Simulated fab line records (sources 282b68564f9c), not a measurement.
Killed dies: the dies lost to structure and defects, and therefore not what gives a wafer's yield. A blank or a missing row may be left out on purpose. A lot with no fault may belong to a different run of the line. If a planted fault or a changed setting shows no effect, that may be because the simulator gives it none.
Problem report in the 8D (eight disciplines) form, filled by code :: flow rit-cmos :: the parts of the form that need people (team, actions taken, sign-off) are left out

## 1. PROBLEM STATEMENT
Wafers without a fault read 89.01 s, standard deviation 0.22; run-length-s at RIT_PRETRO_SOFTBAKE_02 reads a mean of 85.86 s on 6 wafers belonging to 2 lots. Measured from the usual mean, that is -14 standard deviations.
The step: time 60 s.
First seen on wafer L470.3, day 5 10:51, on litho-track-01. The record holds 42 wafers of 14 lots with a number at this step. The rule behind "out" and "out of limits": a value lying over 4 standard deviations away from the usual mean. Any other wafer with a number is counted as sound.

## 2. WHAT IT IS AND WHAT IT IS NOT
question: which readings at this step
is: run-length-s, heater-power-total-W
is not: -

question: which lots
is: L470, L472
is not: L455, L456, L457, L458, L459, L460, L461, L463, L473, L474, L476, L477

question: which wafers of those lots
is: all that have a number
is not: -

question: read on which tools
is: litho-track-01
is not: litho-track-03, litho-track-04

question: when
is: from day 5 10:51
is not: up to then (24 sound wafers); but 12 sound wafers of L473, L474, L476, L477 came after

## 3. WHAT RULES OUT EACH SUSPECT
Counting: any tool at a process step up to the reading is kept as a suspect provided that every lot that is out went through it and no sound lot did after the first of them.
- litho-track-01 at RIT_PRETRO_SOFTBAKE_02 (time 60 s): kept. All lots that are out passed through it, beginning with L470 at day 5 10:51, and no sound lot followed; its final sound lot before that point was L460 at day 3 13:01. Its own heater-power-total-W, run-length-s readings are out on those wafers.
After counting, what remains is litho-track-01 at RIT_PRETRO_SOFTBAKE_02.

## 4. THE CAUSE (what the simulator had put in)
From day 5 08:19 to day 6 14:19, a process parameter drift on litho-track-01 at RIT_PRETRO_SOFTBAKE_02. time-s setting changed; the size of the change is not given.
The count eliminated every tool but this one.

## 5. THE CHAIN OF EFFECTS, in route order
Each row: a reading whose mean over the struck wafers that have a number lies more than 3 standard deviations from the usual. Scope: only readings with a usual standard deviation given in the record; hours: median across lots of the time from each lot's start at the first step in this table that gives one to its start at this step; sigmas: change in usual standard deviations.
hours: 0
step: RIT_PRETRO_SOFTBAKE_02
reading: heater-power-total-W
usual: 34.56 W
on struck wafers: 35.05
change: +0.49
sigmas: +9.7

hours: 0
step: RIT_PRETRO_SOFTBAKE_02
reading: run-length-s
usual: 89.01 s
on struck wafers: 85.86
change: -3.15
sigmas: -14
Process steps it contains:
- RIT_PRETRO_SOFTBAKE_02: time 60 s.
At these later measuring or inspecting steps, every struck wafer for which the step has a row has a number for every such reading, and none has moved that far: RIT_GATE_THK_MEAS_07.

## 6. WHAT WOULD HAVE CAUGHT IT SOONER
The fault began at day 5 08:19; the first out-of-limits reading in this record came at day 5 10:51, 3 hours later.
